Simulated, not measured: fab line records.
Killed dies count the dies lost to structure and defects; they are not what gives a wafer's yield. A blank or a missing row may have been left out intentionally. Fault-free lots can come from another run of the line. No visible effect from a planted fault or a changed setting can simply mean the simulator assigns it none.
A struck lot beside a sound one ; flow rit_cmos ; 15 out of 202 route steps
Sound: these wafers, L765.1, L765.3, L765.6. Struck: wafers L768.2, L768.4, L768.5. The cause comes at the end.
Each step with rows lists, per side, the tool, then ch with its chambers, then its first start. Under that, the readings that differ: sound wafers ; struck wafers ; difference of the means ; sigmas: that difference in standard deviations of wafers without a fault.
alike: readings with means less than 2 such deviations apart, plus words and numbers identical on both sides. not compared: withheld readings, readings lacking a value on some wafer, bounds such as >300 that could conceal the same value, and numbers that have no deviation in the record and whose values overlap.
Wherever a step has rows on one side only, a row that says differs or no value, or a row with sigmas, the two part there. Non-overlapping numbers with no deviation appear without sigmas and do not part them. A reading that every wafer of one side lacks parts them only if that side has two wafers or more.

RIT_SILICIDE_RTA_06: time 10 s, ramp up 5 s, ramp down 10 s.
  sound on rtp_anneal-02 ch 0, day 4 05:28; struck on rtp_anneal-01 ch 0, day 5 01:00
reading;sound;struck;difference;sigmas
wafer_temp_C_max;751.7 751.1 751.8;756.3 755.2 756.2;+4.4;+2
RIT_CONTACT_CVD_00: deposits SiO2 from TEOS, target thk 400 nm, time 61 s.
  sound on pecvd-04 ch 0,1,2, day 4 05:32; struck on pecvd-04 ch 0,1,2, day 5 01:04
  alike: heater_power_w
RIT_CONTACT_THK_MEAS_01:
  sound: film_metro-02 at day 4 05:35; struck: film_metro-03 at day 5 01:07
  alike: CONTACT_TEOS_THK
then, 6 steps without rows for these wafers: RIT_CONTACT_HMDS_02 (prime time 60 s); RIT_CONTACT_COAT_03 (resist thk 1000 nm); RIT_CONTACT_SOFTBAKE_04 (time 60 s); RIT_CONTACT_EXPOSE_05 (exposes mask M11, target cd 1000 nm); RIT_CONTACT_PEB_06; RIT_CONTACT_DEVELOP_07 (develop time 120 s).
RIT_CONTACT_CD_MEAS_08 targets a cd of 1000 nm.
  sound: cd_sem-02 at day 4 06:36; struck: cd_sem-01 at day 5 02:17
  alike: cd_nm
RIT_CONTACT_OVL_MEAS_09:
  sound: overlay-01 at day 4 06:43; struck: overlay-01 at day 5 02:23
  alike: CONTACT_OVL
then, 1 step without rows for these wafers: RIT_CONTACT_HARDBAKE_10 (time 60 s).
RIT_CONTACT_ETCH_11: etches SiO2 in CHF3/CF4/Ar, stops on TiSi2, target depth 480 nm, time 320 s.
  sound on rie_diel-04 ch 0,3, day 4 06:55; struck on rie_diel-04 ch 0,2, day 5 02:34
reading;sound;struck;difference;sigmas
model.NOVOLAK_of_CONTACT_COAT_03.thk_nm (nm);774.1 767.9 771.3;720.7 716.4 719.3;-52.3;
  alike: drypump_motor_current_A, oes_product_au, throttle_valve_pct
  not compared: rf_hours_counter_h
RIT_CONTACT_STRIP_12: strips in O2, time 180 s.
  sound on plasma_asher-01 ch 0,1, day 4 07:07; struck on plasma_asher-03 ch 0,1, day 5 02:46
  alike: drypump_motor_current_A
  not compared: rf_hours_counter_h
RIT_M1_PROBE_99:
  sound: prober-02 at day 4 12:01; struck: prober-01 at day 5 07:43
reading;sound;struck;difference;sigmas
model.etest.nmos_0p15.junction_log10_a_um;-13.58 -13.51 -13.54;-10.98 -10.69 -11.13;+2.61;
model.etest.nmos_narrow.off_log10_a_um;-13.27 -13.18 -13.2;-10.98 -10.69 -11.13;+2.28;
model.etest.gate_end_array.leak_log10_a_um;-12.78 -12.89 -12.88;-10.83 -10.56 -10.94;+2.07;
model.etest.nmos_0p3.off_log10_a_um;-12.93 -13.01 -13.08;-10.97 -10.69 -11.12;+2.08;
model.etest.pmos_0p15.junction_log10_a_um;-13.65 -13.83 -13.79;-11.97 -11.69 -12.12;+1.83;
model.etest.contact_diode_array.leak_log10_a (angstrom);-9.515 -9.518 -9.246;-7.724 -7.438 -8.063;+1.685;
model.etest.pmos_0p3.off_log10_a_um;-12.88 -12.93 -12.97;-11.94 -11.68 -12.1;+1.02;
model.etest.select_edge_diode_n.leak_log10_a (angstrom);-9.623 -9.715 -9.993;-8.989 -8.67 -8.843;+0.943;
  alike: killed_at_contacts, killed_at_front_end, killed_dies, killed_open, killed_short

## WHERE THEY PART
RIT_SILICIDE_RTA_06 only, going by this record. Later steps at which nothing parts them and some readings are alike: RIT_CONTACT_CVD_00, RIT_CONTACT_THK_MEAS_01, RIT_CONTACT_CD_MEAS_08, RIT_CONTACT_OVL_MEAS_09, RIT_CONTACT_ETCH_11, RIT_CONTACT_STRIP_12, RIT_M1_PROBE_99.

WHY: what had been put in by the simulator
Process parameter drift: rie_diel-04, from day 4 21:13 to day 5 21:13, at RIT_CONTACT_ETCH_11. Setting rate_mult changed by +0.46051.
